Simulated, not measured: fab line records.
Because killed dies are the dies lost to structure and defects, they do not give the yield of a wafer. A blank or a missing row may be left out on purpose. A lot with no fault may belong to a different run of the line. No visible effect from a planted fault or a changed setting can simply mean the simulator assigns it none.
fab line records	flow berkeleyCmos170
[record] lots = 24	wafers = 72	lastDay = 11
route steps=331 shown PWELL@51 PFIELD@85 NVT@112 M1@239 V1@267
lots untouched by any fault: they come from a run of this same line in which no faults occurred
startH: hours from the record's opening day to when the first of the lot's shown wafers began	waitH: time in hours since the lot's previous step	" as in the row above	L1.1+2: one row covering several wafers at once	- no value, or no start was given	* or withheld: withheld	< > ~ a bound
route shown NAME@n: NAME is a module with steps in the file, n the number in the route of the first one	usual: the fault-free wafers' mean and standard deviation	same: alike in all rows	chamber/n: place in a boat	sites: each site's reading	_std_site: the values' standard deviation	_edge_site: the outer-site mean with the inner-site mean subtracted	radiusMm: how far each site lies from the wafer's centre	mask NAME#n: copy n	behind: the most recent tool/chamber to have shaped the wafer	hold: reason for holding the lot/hours on hold/outcome of the hold	device: the n, p or np transistor that did not switch	end of line: the tests these same wafers got at the end of their route	a step without rows: its recipe alone	killed: the dies lost at the first sort to structure and to defects; this is not the yield of the wafer	map: a wafer's dies, x killed, . not, _ none there
set.NAME: setting as actually run; set.NAME@STEP: the setting as run at that earlier step	model.NAME: the simulator's own value behind a step, which no gauge read
route steps across a sampled set of lots; one table per step, one row per wafer
services: from which hour (startH, from the record's first day; less than 0 if before it) a tool's chamber was out of use, for how many hours, and why
[[steps]]
[step UCB170_PWELL_TW_MEAS_17]
[usual] PWELL_TW = 380.3/2.6
lot.wafer	tool	chamber	startH	waitH	PWELL_TW
L074.2	filmMetro-03	-	40.73	0.1	384.0
L074.5	"	-	"	"	382.9
L074.6	"	-	"	"	385.0
L075.2	filmMetro-04	-	56.85	0.1	380.0
L075.4	"	-	"	"	380.7
L075.5	"	-	"	"	378.7
L076.1	filmMetro-01	-	57.20	0.1	379.6
L076.2	"	-	"	"	378.0
L076.4	"	-	"	"	378.8
L077.1	filmMetro-04	-	57.24	0.1	380.2
L077.2	"	-	"	"	382.1
L077.5	"	-	"	"	379.1
L078.1	filmMetro-04	-	63.34	0.1	379.6
L078.2	"	-	"	"	378.1
L078.6	"	-	"	"	379.7
L079.2	filmMetro-04	-	78.47	0.1	377.6
L079.5	"	-	"	"	379.1
L079.6	"	-	"	"	378.7
L080.1	filmMetro-01	-	78.58	0.1	377.2
L080.4	"	-	"	"	376.9
L080.6	"	-	"	"	376.4
L081.1	filmMetro-03	-	85.19	0.1	382.3
L081.5	"	-	"	"	385.1
L081.6	"	-	"	"	383.4
L083.1	filmMetro-03	-	85.34	0.1	380.1
L083.2	"	-	"	"	382.6
L083.4	"	-	"	"	383.5
L082.1	filmMetro-01	-	85.39	0.1	376.0
L082.3	"	-	"	"	377.0
L082.5	"	-	"	"	377.4
L084.1	filmMetro-03	-	94.80	0.1	383.6
L084.2	"	-	"	"	381.6
L084.5	"	-	"	"	381.5
L085.2	filmMetro-04	-	104.22	0.1	380.6
L085.4	"	-	"	"	379.7
L085.5	"	-	"	"	380.3
L086.1	filmMetro-01	-	107.55	0.1	379.5
L086.4	"	-	"	"	380.0
L086.5	"	-	"	"	379.6
L088.1	filmMetro-01	-	113.04	0.1	379.9
L088.4	"	-	"	"	380.1
L088.5	"	-	"	"	379.2
L087.2	filmMetro-04	-	113.10	0.1	380.4
L087.5	"	-	"	"	377.9
L087.6	"	-	"	"	378.7
L089.1	filmMetro-04	-	118.61	0.1	379.8
L089.3	"	-	"	"	380.9
L089.4	"	-	"	"	376.3
L090.4	filmMetro-04	-	129.43	0.1	381.2
L090.5	"	-	"	"	380.6
L090.6	"	-	"	"	381.7
L091.1	filmMetro-03	-	138.29	0.1	382.7
L091.2	"	-	"	"	383.0
L091.6	"	-	"	"	383.3
L093.2	filmMetro-03	-	147.40	0.1	384.2
L093.3	"	-	"	"	382.9
L093.6	"	-	"	"	385.5
L092.2	filmMetro-04	-	147.71	0.1	378.6
L092.4	"	-	"	"	380.0
L092.6	"	-	"	"	380.3
L096.1	filmMetro-01	-	159.91	0.1	379.2
L096.3	"	-	"	"	376.9
L096.4	"	-	"	"	377.2
L094.2	filmMetro-03	-	160.21	0.1	383.2
L094.4	"	-	"	"	382.7
L094.5	"	-	"	"	383.1
L095.1	filmMetro-01	-	163.17	0.1	377.7
L095.4	"	-	"	"	379.1
L095.5	"	-	"	"	380.5
L097.3	filmMetro-03	-	169.55	0.1	380.5
L097.5	"	-	"	"	381.3
L097.6	"	-	"	"	379.3
[step UCB170_PFIELD_OVL_MEAS_06]
[usual] PFIELD_OVL = 4/5.5
lot.wafer	tool	chamber	startH	waitH	PFIELD_OVL[nm]
L074.2	overlay-02	-	67.60	-	21
L074.5	"	-	"	"	15
L074.6	"	-	"	"	14
L076.1	overlay-02	-	90.96	-	8
L076.2	"	-	"	"	8
L076.4	"	-	"	"	7
L075.2	overlay-02	-	91.86	-	4
L075.4	"	-	"	"	11
L075.5	"	-	"	"	12
L077.1	overlay-01	-	91.94	-	3
L077.2	"	-	"	"	0
L077.5	"	-	"	"	-1
L078.1	overlay-01	-	94.93	-	7
L078.2	"	-	"	"	10
L078.6	"	-	"	"	6
L079.2	overlay-01	-	103.48	-	-5
L079.5	"	-	"	"	-2
L079.6	"	-	"	"	0
L080.1	overlay-02	-	103.65	-	-8
L080.4	"	-	"	"	-2
L080.6	"	-	"	"	-2
L081.1	overlay-02	-	112.62	-	2
L081.5	"	-	"	"	0
L081.6	"	-	"	"	4
L082.1	overlay-02	-	113.20	-	0
L082.3	"	-	"	"	5
L082.5	"	-	"	"	4
L083.1	overlay-02	-	113.47	-	2
L083.2	"	-	"	"	4
L083.4	"	-	"	"	8
L084.1	overlay-01	-	123.49	-	2
L084.2	"	-	"	"	7
L084.5	"	-	"	"	4
L085.2	overlay-01	-	139.42	-	9
L085.4	"	-	"	"	17
L085.5	"	-	"	"	9
L086.1	overlay-01	-	145.35	-	-3
L086.4	"	-	"	"	-2
L086.5	"	-	"	"	3
L089.1	overlay-01	-	147.94	-	1
L089.3	"	-	"	"	-2
L089.4	"	-	"	"	-3
L088.1	overlay-01	-	148.15	-	0
L088.4	"	-	"	"	-4
L088.5	"	-	"	"	3
L087.2	overlay-02	-	148.22	-	4
L087.5	"	-	"	"	-2
L087.6	"	-	"	"	3
L090.4	overlay-02	-	155.45	-	-2
L090.5	"	-	"	"	2
L090.6	"	-	"	"	5
L091.1	overlay-01	-	166.48	-	11
L091.2	"	-	"	"	8
L091.6	"	-	"	"	14
L092.2	overlay-01	-	177.07	-	-6
L092.4	"	-	"	"	4
L092.6	"	-	"	"	-1
L093.2	overlay-02	-	186.17	-	1
L093.3	"	-	"	"	-9
L093.6	"	-	"	"	-5
L096.1	overlay-01	-	193.01	-	3
L096.3	"	-	"	"	3
L096.4	"	-	"	"	-1
L095.1	overlay-01	-	193.22	-	4
L095.4	"	-	"	"	6
L095.5	"	-	"	"	3
L094.2	overlay-01	-	193.32	-	10
L094.4	"	-	"	"	2
L094.5	"	-	"	"	3
L097.3	overlay-01	-	193.78	-	2
L097.5	"	-	"	"	2
L097.6	"	-	"	"	7
[step UCB170_NVT_STRIP_08]
[recipe] chemistry = O2	powerW = 400	pressureMtorr = 3500	platenTempC = withheld	o2FlowSccm = 400	overashFraction = 0.5
[usual] drypumpMotorCurrentA = 5.9/0.49	oesProductAu = 0.734/0.0045	stripTimeToEndpointS = 21.65/0.059
lot.wafer	tool	chamber	startH	waitH	drypumpMotorCurrentA	oesProductAu	rfHoursCounterH	stripTimeToEndpointS
L074.2	plasmaAsher-02	1	92.31	0.1	6.3	0.739	41	21.64
L074.5	"	0	"	"	5.8	0.723	-	21.67
L074.6	"	1	"	"	6.3	0.735	-	21.62
L076.1	plasmaAsher-01	0	117.53	0.1	6.5	0.738	32	21.61
L076.2	"	1	"	"	5.6	0.737	32	21.61
L076.4	"	0	"	"	6.5	0.731	-	21.64
L075.2	plasmaAsher-03	1	122.34	0.1	5.0	0.726	45	21.72
L075.4	"	1	"	"	5.0	0.743	-	21.67
L075.5	"	0	"	"	5.2	0.741	-	21.66
L077.1	plasmaAsher-01	0	122.46	0.1	6.6	0.729	33	21.70
L077.2	"	1	"	"	5.6	0.722	33	21.65
L077.5	"	0	"	"	6.6	0.735	-	21.73
L078.1	plasmaAsher-02	0	122.62	0.1	5.8	0.738	44	21.61
L078.2	"	1	"	"	6.3	0.734	44	21.59
L078.6	"	1	"	"	6.3	0.723	-	21.60
L080.1	plasmaAsher-02	1	140.72	0.1	6.3	0.736	45	21.59
L080.4	"	1	"	"	6.3	0.735	-	21.61
L080.6	"	0	"	"	5.8	0.733	-	21.59
L079.2	plasmaAsher-03	1	140.96	0.1	5.0	0.737	46	21.71
L079.5	"	0	"	"	5.2	0.736	-	21.63
L079.6	"	1	"	"	5.0	0.743	-	21.74
L083.1	plasmaAsher-02	1	145.61	0.1	6.3	0.738	46	21.61
L083.2	"	0	"	"	5.8	0.739	46	21.62
L083.4	"	0	"	"	5.8	0.734	-	21.62
L081.1	plasmaAsher-03	1	145.74	0.1	5.0	0.735	47	21.63
L081.5	"	0	"	"	5.2	0.732	-	21.55
L081.6	"	1	"	"	5.0	0.731	-	21.64
L082.1	plasmaAsher-01	0	145.85	0.1	6.5	0.730	35	21.65
L082.3	"	0	"	"	6.5	0.729	-	21.70
L082.5	"	1	"	"	5.6	0.736	-	21.70
L084.1	plasmaAsher-02	0	157.55	0.1	5.8	0.733	47	21.67
L084.2	"	1	"	"	6.3	0.730	47	21.61
L084.5	"	0	"	"	5.8	0.730	-	21.60
L085.2	plasmaAsher-02	0	166.94	0.1	5.8	0.736	48	21.71
L085.4	"	1	"	"	6.3	0.722	-	21.70
L085.5	"	0	"	"	5.8	0.733	-	21.77
L089.1	plasmaAsher-02	0	186.31	0.1	5.8	0.731	49	21.68
L089.3	"	1	"	"	6.3	0.738	-	21.68
L089.4	"	0	"	"	5.8	0.737	-	21.67
L087.2	plasmaAsher-03	0	186.39	0.1	5.2	0.738	50	21.72
L087.5	"	1	"	"	5.0	0.735	-	21.71
L087.6	"	0	"	"	5.2	0.744	-	21.75
L088.1	plasmaAsher-02	0	186.42	0.1	5.8	0.729	49	21.70
L088.4	"	0	"	"	5.8	0.734	-	21.70
L088.5	"	0	"	"	5.8	0.735	-	21.64
L086.1	plasmaAsher-01	0	186.46	0.1	6.6	0.735	38	21.73
L086.4	"	0	"	"	6.6	0.735	-	21.66
L086.5	"	1	"	"	5.6	0.737	-	21.67
L090.4	plasmaAsher-01	0	187.72	0.1	6.5	0.740	-	21.69
L090.5	"	0	"	"	6.5	0.737	-	21.71
L090.6	"	1	"	"	5.6	0.730	-	21.69
L091.1	plasmaAsher-01	0	193.47	0.1	6.5	0.729	39	21.53
L091.2	"	1	"	"	5.6	0.732	39	21.56
L091.6	"	0	"	"	6.5	0.735	-	21.50
L093.2	plasmaAsher-02	0	207.94	0.1	5.8	0.732	52	21.68
L093.3	"	1	"	"	6.3	0.737	-	21.67
L093.6	"	0	"	"	5.8	0.731	-	21.65
L092.2	plasmaAsher-01	0	208.13	0.1	6.5	0.734	41	21.61
L092.4	"	1	"	"	5.6	0.730	-	21.67
L092.6	"	1	"	"	5.6	0.741	-	21.60
L096.1	plasmaAsher-01	0	214.43	0.1	6.5	0.731	42	21.49
L096.3	"	1	"	"	5.6	0.723	-	21.66
L096.4	"	0	"	"	6.5	0.736	-	21.60
L095.1	plasmaAsher-02	1	214.57	0.1	6.3	0.732	53	21.63
L095.4	"	1	"	"	6.3	0.728	-	21.58
L095.5	"	1	"	"	6.3	0.746	-	21.64
L094.2	plasmaAsher-01	0	216.02	0.1	6.6	0.730	42	21.58
L094.4	"	1	"	"	5.6	0.734	-	21.56
L094.5	"	0	"	"	6.5	0.733	-	21.61
L097.3	plasmaAsher-01	1	216.42	0.1	5.6	0.732	-	21.68
L097.5	"	0	"	"	6.6	0.739	-	21.75
L097.6	"	1	"	"	5.6	0.735	-	21.69
[step UCB170_NVT_TW_MEAS_09]
[usual] NVT_TW = 529/3.8
lot.wafer	tool	chamber	startH	waitH	NVT_TW
L074.2	filmMetro-03	-	92.42	0.1	529
L074.5	"	-	"	"	531
L074.6	"	-	"	"	532
L076.1	filmMetro-03	-	117.63	0.1	537
L076.2	"	-	"	"	533
L076.4	"	-	"	"	534
L075.2	filmMetro-02	-	122.45	0.1	529
L075.4	"	-	"	"	530
L075.5	"	-	"	"	531
L077.1	filmMetro-03	-	122.56	0.1	528
L077.2	"	-	"	"	530
L077.5	"	-	"	"	528
L078.1	filmMetro-03	-	122.72	0.1	527
L078.2	"	-	"	"	527
L078.6	"	-	"	"	527
L080.1	filmMetro-04	-	140.82	0.1	529
L080.4	"	-	"	"	529
L080.6	"	-	"	"	529
L079.2	filmMetro-03	-	141.07	0.1	530
L079.5	"	-	"	"	532
L079.6	"	-	"	"	532
L083.1	filmMetro-02	-	145.71	0.1	528
L083.2	"	-	"	"	530
L083.4	"	-	"	"	529
L081.1	filmMetro-04	-	145.84	0.1	523
L081.5	"	-	"	"	522
L081.6	"	-	"	"	524
L082.1	filmMetro-03	-	145.95	0.1	530
L082.3	"	-	"	"	530
L082.5	"	-	"	"	531
L084.1	filmMetro-02	-	157.65	0.1	530
L084.2	"	-	"	"	533
L084.5	"	-	"	"	528
L085.2	filmMetro-03	-	167.05	0.1	530
L085.4	"	-	"	"	530
L085.5	"	-	"	"	531
L089.1	filmMetro-03	-	186.41	0.1	527
L089.3	"	-	"	"	529
L089.4	"	-	"	"	527
L087.2	filmMetro-04	-	186.50	0.1	521
L087.5	"	-	"	"	517
L087.6	"	-	"	"	519
L088.1	filmMetro-03	-	186.52	0.1	527
L088.4	"	-	"	"	530
L088.5	"	-	"	"	526
L086.1	filmMetro-02	-	186.56	0.1	535
L086.4	"	-	"	"	531
L086.5	"	-	"	"	530
L090.4	filmMetro-02	-	187.82	0.1	535
L090.5	"	-	"	"	530
L090.6	"	-	"	"	533
L091.1	filmMetro-02	-	193.57	0.1	532
L091.2	"	-	"	"	532
L091.6	"	-	"	"	529
L093.2	filmMetro-02	-	208.05	0.1	532
L093.3	"	-	"	"	536
L093.6	"	-	"	"	537
L092.2	filmMetro-04	-	208.24	0.1	528
L092.4	"	-	"	"	526
L092.6	"	-	"	"	526
L096.1	filmMetro-03	-	214.53	0.1	530
L096.3	"	-	"	"	532
L096.4	"	-	"	"	530
L095.1	filmMetro-02	-	214.67	0.1	529
L095.4	"	-	"	"	535
L095.5	"	-	"	"	532
L094.2	filmMetro-04	-	216.13	0.1	525
L094.4	"	-	"	"	526
L094.5	"	-	"	"	522
L097.3	filmMetro-02	-	216.51	0.1	531
L097.5	"	-	"	"	532
L097.6	"	-	"	"	530
[step UCB170_M1_RS_MEAS_01]
[recipe] thkMeasGauge = four-point-probe	reads = Al_of_M1_SPUTTER_00
[usual] M1_AL_RS = 0.0485/0.0007
lot.wafer	tool	chamber	startH	waitH	M1_AL_RS[ohm/sq]
L074.2	filmMetro-02	-	125.73	0.1	0.0479
L074.5	"	-	"	"	0.0481
L074.6	"	-	"	"	0.0483
L076.1	filmMetro-02	-	154.91	0.0	0.0480
L076.2	"	-	"	"	0.0476
L076.4	"	-	"	"	0.0488
L077.1	filmMetro-02	-	158.81	0.0	0.0490
L077.2	"	-	"	"	0.0487
L077.5	"	-	"	"	0.0490
L078.1	filmMetro-01	-	159.14	0.0	0.0486
L078.2	"	-	"	"	0.0481
L078.6	"	-	"	"	0.0488
L075.2	filmMetro-01	-	164.68	0.1	0.0484
L075.4	"	-	"	"	0.0487
L075.5	"	-	"	"	0.0479
L080.1	filmMetro-01	-	173.65	0.0	0.0485
L080.4	"	-	"	"	0.0492
L080.6	"	-	"	"	0.0484
L079.2	filmMetro-02	-	176.88	0.1	0.0497
L079.5	"	-	"	"	0.0491
L079.6	"	-	"	"	0.0492
L082.1	filmMetro-02	-	187.28	0.0	0.0490
L082.3	"	-	"	"	0.0489
L082.5	"	-	"	"	0.0483
L081.1	filmMetro-03	-	187.42	0.0	0.0493
L081.5	"	-	"	"	0.0493
L081.6	"	-	"	"	0.0494
L083.1	filmMetro-01	-	187.42	0.0	0.0472
L083.2	"	-	"	"	0.0479
L083.4	"	-	"	"	0.0484
L084.1	filmMetro-01	-	203.68	0.0	0.0483
L084.2	"	-	"	"	0.0485
L084.5	"	-	"	"	0.0482
L085.2	filmMetro-03	-	205.65	0.1	0.0478
L085.4	"	-	"	"	0.0476
L085.5	"	-	"	"	0.0475
L086.1	filmMetro-03	-	219.38	0.0	0.0484
L086.4	"	-	"	"	0.0479
L086.5	"	-	"	"	0.0479
L088.1	filmMetro-01	-	219.65	0.0	0.0500
L088.4	"	-	"	"	0.0488
L088.5	"	-	"	"	0.0498
L089.1	filmMetro-02	-	220.61	0.0	0.0477
L089.3	"	-	"	"	0.0474
L089.4	"	-	"	"	0.0475
L087.2	filmMetro-03	-	220.82	0.1	0.0480
L087.5	"	-	"	"	0.0485
L087.6	"	-	"	"	0.0493
L090.4	filmMetro-03	-	225.40	0.1	0.0488
L090.5	"	-	"	"	0.0482
L090.6	"	-	"	"	0.0490
L091.1	filmMetro-02	-	230.00	0.0	0.0498
L091.2	"	-	"	"	0.0502
L091.6	"	-	"	"	0.0506
L092.2	filmMetro-01	-	241.15	0.1	0.0488
L092.4	"	-	"	"	0.0491
L092.6	"	-	"	"	0.0487
L093.2	filmMetro-02	-	241.75	0.1	0.0477
L093.3	"	-	"	"	0.0477
L093.6	"	-	"	"	0.0479
L097.3	filmMetro-03	-	250.55	0.1	0.0480
L097.5	"	-	"	"	0.0485
L097.6	"	-	"	"	0.0482
L096.1	filmMetro-01	-	252.58	0.0	0.0485
L096.3	"	-	"	"	0.0494
L096.4	"	-	"	"	0.0488
L094.2	filmMetro-03	-	254.70	0.1	0.0475
L094.4	"	-	"	"	0.0484
L094.5	"	-	"	"	0.0479
L095.1	filmMetro-01	-	254.86	0.0	0.0496
L095.4	"	-	"	"	0.0492
L095.5	"	-	"	"	0.0497
[step UCB170_V1_OVL_MEAS_13]
[usual] V1_OVL = 2/6.8
lot.wafer	tool	chamber	startH	waitH	V1_OVL[nm]
L074.2	overlay-02	-	137.28	0.1	6
L074.5	"	-	"	"	-5
L074.6	"	-	"	"	7
L076.1	overlay-01	-	165.99	0.1	3
L076.2	"	-	"	"	6
L076.4	"	-	"	"	-2
L077.1	overlay-01	-	167.20	0.1	-7
L077.2	"	-	"	"	2
L077.5	"	-	"	"	-1
L078.1	overlay-01	-	167.45	0.1	-7
L078.2	"	-	"	"	5
L078.6	"	-	"	"	1
L075.2	overlay-01	-	175.81	0.1	1
L075.4	"	-	"	"	3
L075.5	"	-	"	"	6
L080.1	overlay-02	-	186.60	4.0	-1
L080.4	"	-	"	"	-1
L080.6	"	-	"	"	11
L079.2	overlay-01	-	193.36	0.1	-1
L079.5	"	-	"	"	2
L079.6	"	-	"	"	-5
L081.1	overlay-01	-	197.58	0.1	11
L081.5	"	-	"	"	11
L081.6	"	-	"	"	5
L083.1	overlay-02	-	197.61	0.1	-10
L083.2	"	-	"	"	-4
L083.4	"	-	"	"	-3
L082.1	overlay-02	-	198.04	0.1	7
L082.3	"	-	"	"	3
L082.5	"	-	"	"	11
L084.1	overlay-01	-	210.98	0.1	8
L084.2	"	-	"	"	5
L084.5	"	-	"	"	8
L085.2	overlay-01	-	213.64	0.1	-4
L085.4	"	-	"	"	6
L085.5	"	-	"	"	-5
L086.1	overlay-02	-	225.81	0.1	11
L086.4	"	-	"	"	7
L086.5	"	-	"	"	9
L089.1	overlay-02	-	226.24	0.1	0
L089.3	"	-	"	"	-2
L089.4	"	-	"	"	-16
L088.1	overlay-02	-	226.57	0.1	5
L088.4	"	-	"	"	8
L088.5	"	-	"	"	6
L087.2	overlay-02	-	226.84	0.1	-3
L087.5	"	-	"	"	2
L087.6	"	-	"	"	-3
L090.4	overlay-01	-	234.51	0.1	2
L090.5	"	-	"	"	6
L090.6	"	-	"	"	8
L091.1	overlay-02	-	242.48	0.1	-4
L091.2	"	-	"	"	-2
L091.6	"	-	"	"	-4
L093.2	overlay-01	-	251.09	0.1	0
L093.3	"	-	"	"	1
L093.6	"	-	"	"	1
L092.2	overlay-02	-	251.33	0.1	-4
L092.4	"	-	"	"	-4
L092.6	"	-	"	"	-8
L097.3	overlay-01	-	257.18	0.1	-12
L097.5	"	-	"	"	-9
L097.6	"	-	"	"	-2
L096.1	overlay-02	-	258.79	0.1	12
L096.3	"	-	"	"	12
L096.4	"	-	"	"	8
L095.1	overlay-02	-	262.40	0.1	-4
L095.4	"	-	"	"	-5
L095.5	"	-	"	"	-2
L094.2	overlay-02	-	262.68	0.1	1
L094.4	"	-	"	"	-4
L094.5	"	-	"	"	5
[[services]]
tool	chamber	startH	hours	kind
plasmaAsher-01	-	106.77	0.6	repair
plasmaAsher-01	-	108.90	4.3	pm
plasmaAsher-02	-	137.11	2.8	repair
plasmaAsher-02	-	147.98	0.8	repair
plasmaAsher-03	-	169.09	0.6	repair
plasmaAsher-03	-	202.63	0.3	repair
plasmaAsher-03	-	210.60	9.9	pm
[[key]]
fault none
